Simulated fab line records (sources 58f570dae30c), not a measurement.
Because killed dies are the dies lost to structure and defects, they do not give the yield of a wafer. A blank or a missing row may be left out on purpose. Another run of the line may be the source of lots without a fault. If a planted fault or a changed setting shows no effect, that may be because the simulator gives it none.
Problem report, 8D (eight disciplines) form, completed by code    flow berkeleyCmos170    the parts of the form that need people (team, actions taken, sign-off) are left out

## 1. WHAT IS WRONG
Mean of cdNm at UCB170_ACTIVE_CD_MEAS_13: 1184.0 nm across 9 wafers in 3 lots; on wafers with no fault it is 1200.1 nm (standard deviation 1.5). That puts it -11 standard deviations away from the usual mean.
The step: target cd 1200 nm.
The first sign was on wafer L737.1 at day 8 02:15, on cdSem-02. At this step, 45 wafers from 15 lots have a number in the record. By rule, "out" or "out of limits" means more than 4 standard deviations away from the usual mean. The rest of the wafers with a number are treated as sound.

## 2. WHAT IT IS AND WHAT IT IS NOT
question                     is                      is not
which readings at this step  cdNm                    -
which lots                   L737, L739, L740        L720, L721, L722, L723, L724, L725, L726, L727, L732, L738, L741, L742
which wafers of those lots   all that have a number  -
read on which gauges         cdSem-01, cdSem-02      -
when                         from day 8 02:15        up to then (30 sound wafers); but 6 sound wafers of L741, L742 came after

## 3. THE SUSPECTS, EACH WITH WHAT RULES IT OUT
Counting: a tool at any process step up to the reading remains a suspect when it ran all the lots that are out and ran no sound lot after the first of those.
- ruled out: the gauge at UCB170_ACTIVE_CD_MEAS_13. Those wafers that are out were read across 2 gauges (cdSem-01, cdSem-02).
- lithoTrack-01 at UCB170_ACTIVE_PEB_11: kept. All lots that are out passed through it, beginning with L737 at day 8 01:58, and no sound lot followed; its final sound lot before that point was L726 at day 5 16:59. Its own heaterPowerTotalW, plateTempC readings are out on those wafers.
The count leaves lithoTrack-01 at UCB170_ACTIVE_PEB_11.

## 4. THE CAUSE (what the simulator had put in)
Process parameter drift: lithoTrack-01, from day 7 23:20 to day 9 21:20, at UCB170_ACTIVE_PEB_11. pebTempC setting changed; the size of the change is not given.
The count eliminated every tool but this one.

## 5. THE EFFECT CHAIN, in route order
Each row: a reading where the mean over the struck wafers with a number is more than 3 standard deviations away from the usual. Scope: only readings with a usual standard deviation given in the record; hours: median across lots of the time from each lot's start at the first step in this table that gives one to its start at this step; sigmas: change in usual standard deviations.
hours  step                      reading            usual      on struck wafers  change  sigmas
0      UCB170_ACTIVE_PEB_11      heaterPowerTotalW  56.81 W    58.75             +1.94   +43
0      UCB170_ACTIVE_PEB_11      plateTempC         130.01 C   133.43            +3.42   +24
0      UCB170_ACTIVE_CD_MEAS_13  cdNm               1200.1 nm  1184.0            -16.1   -11
Its process steps:
- UCB170_ACTIVE_PEB_11
At these later measuring or inspecting steps, every struck wafer for which the step has a row has a number for every such reading, and none has moved that far: UCB170_FIELD_THK_MEAS_02.

## 6. WHAT WOULD HAVE CAUGHT IT SOONER
3 hours passed between the start of the fault at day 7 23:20 and the first reading out of limits at a measuring or inspecting step in this record, taken at day 8 02:15.
Tool's own readings at UCB170_ACTIVE_PEB_11, heaterPowerTotalW, plateTempC: out on all struck wafers the step has rows for; an alarm limit on them would have tripped on the first.
Of the lots that are out (3), L739, L740 began UCB170_ACTIVE_PEB_11 on lithoTrack-01 after day 8 02:15. A hold on the tool at that time would have spared those 2.
